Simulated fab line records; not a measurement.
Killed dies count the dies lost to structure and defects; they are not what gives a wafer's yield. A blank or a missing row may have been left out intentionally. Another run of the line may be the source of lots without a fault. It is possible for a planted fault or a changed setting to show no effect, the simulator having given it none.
The tool behind it: which one? + flow berkeley-cmos170 + 15 lots with 45 wafers sampled at 2 steps, on a route of 331 steps

WHAT THE GAUGES READ, wafer by wafer
UCB170_NLDD_OVL_MEAS_07. Usual: NLDD_OVL typically reads 1 nm, with standard deviation 5.5.
| lot  | measured     | on         | NLDD_OVL (nm) | flag |
|------|--------------|------------|---------------|------|
| L604 | day 6 19:20  | overlay-01 | -7 -7 -3      |      |
| L605 | day 7 01:14  | overlay-01 | -2 1 2        |      |
| L609 | day 7 13:49  | overlay-02 | 2 -2 7        |      |
| L608 | day 7 13:55  | overlay-02 | -4 -3 1       |      |
| L606 | day 7 14:25  | overlay-01 | 5 3 5         |      |
| L610 | day 7 20:55  | overlay-01 | 8 5 8         |      |
| L611 | day 7 21:10  | overlay-02 | -6 -12 -9     |      |
| L614 | day 8 10:24  | overlay-02 | -3 0 -7       |      |
| L613 | day 8 11:01  | overlay-02 | 6 4 0         |      |
| L616 | day 9 02:47  | overlay-01 | 0 4 -4        |      |
| L617 | day 9 03:03  | overlay-02 | -4 3 4        |      |
| L621 | day 10 02:35 | overlay-01 | 180 181 180   | OFF  |
| L623 | day 10 15:53 | overlay-02 | 191 181 171   | OFF  |
| L622 | day 10 16:09 | overlay-02 | 178 179 179   | OFF  |
| L625 | day 10 16:10 | overlay-01 | -4 -6 2       |      |

TOOL THAT RAN EACH LOT (tool first, then ch and the chambers of the sampled wafers, then the start)
| lot  | UCB170_NLDD_EXPOSE_03             |
|------|-----------------------------------|
| L604 | krf-scanner-02 ch 0, day 6 18:50  |
| L605 | krf-scanner-02 ch 0, day 7 00:16  |
| L609 | krf-scanner-02 ch 0, day 7 12:22  |
| L608 | krf-scanner-02 ch 0, day 7 12:31  |
| L606 | krf-scanner-02 ch 0, day 7 13:29  |
| L610 | krf-scanner-01 ch 0, day 7 20:25  |
| L611 | krf-scanner-02 ch 0, day 7 20:40  |
| L614 | krf-scanner-02 ch 0, day 8 09:17  |
| L613 | krf-scanner-02 ch 0, day 8 09:32  |
| L616 | krf-scanner-01 ch 0, day 9 02:03  |
| L617 | krf-scanner-01 ch 0, day 9 02:17  |
| L621 | krf-scanner-02 ch 0, day 10 02:07 |
| L623 | krf-scanner-02 ch 0, day 10 14:37 |
| L622 | krf-scanner-02 ch 0, day 10 15:06 |
| L625 | krf-scanner-01 ch 0, day 10 15:24 |
- UCB170_NLDD_EXPOSE_03: exposes mask NSELECT, target cd 1200 nm.

AS READ BY THE TOOLS THEMSELVES (means over the sampled wafers that have a number; for cases with no such wafer, the mark the record gives instead)
The record holds no such reading with a usual standard deviation.

THE ANSWER, worked out from the rows above alone
Rule: a lot is off if the mean of its wafers that have a number lies more than 3 standard deviations from the usual mean. A lot without any number at a reading at which 4 lots or more have one is off too. The other lots that the step has rows for count as sound. Order of review: gauges by route order, followed by the tools' own readings, for which a lot's mean as printed above is used. At the first step where some lot is off, the reading lying furthest off is the one used; lots without a number count as furthest.
Off: L621, L623, L622, seen at UCB170_NLDD_OVL_MEAS_07 (NLDD_OVL).
If a tool, at a process step before that reading, ran all the lots that are off and no sound lot after the first of them, it fits. Those tools and the gauges at UCB170_NLDD_OVL_MEAS_07 are tried in the same way. One fits: UCB170_NLDD_EXPOSE_03 on krf-scanner-02. Its last sound lot is L613 (day 8 09:32), its first lot that is off L621 (day 10 02:07): a fault that began between those two fits.

WHAT THE SIMULATOR HAD INSERTED
Scanner matching overlay: krf-scanner-02, from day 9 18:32 on, at UCB170_NLDD_EXPOSE_03. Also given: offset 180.
Struck lots among those shown: L621, L623, L622. This agrees with what the rule above found.
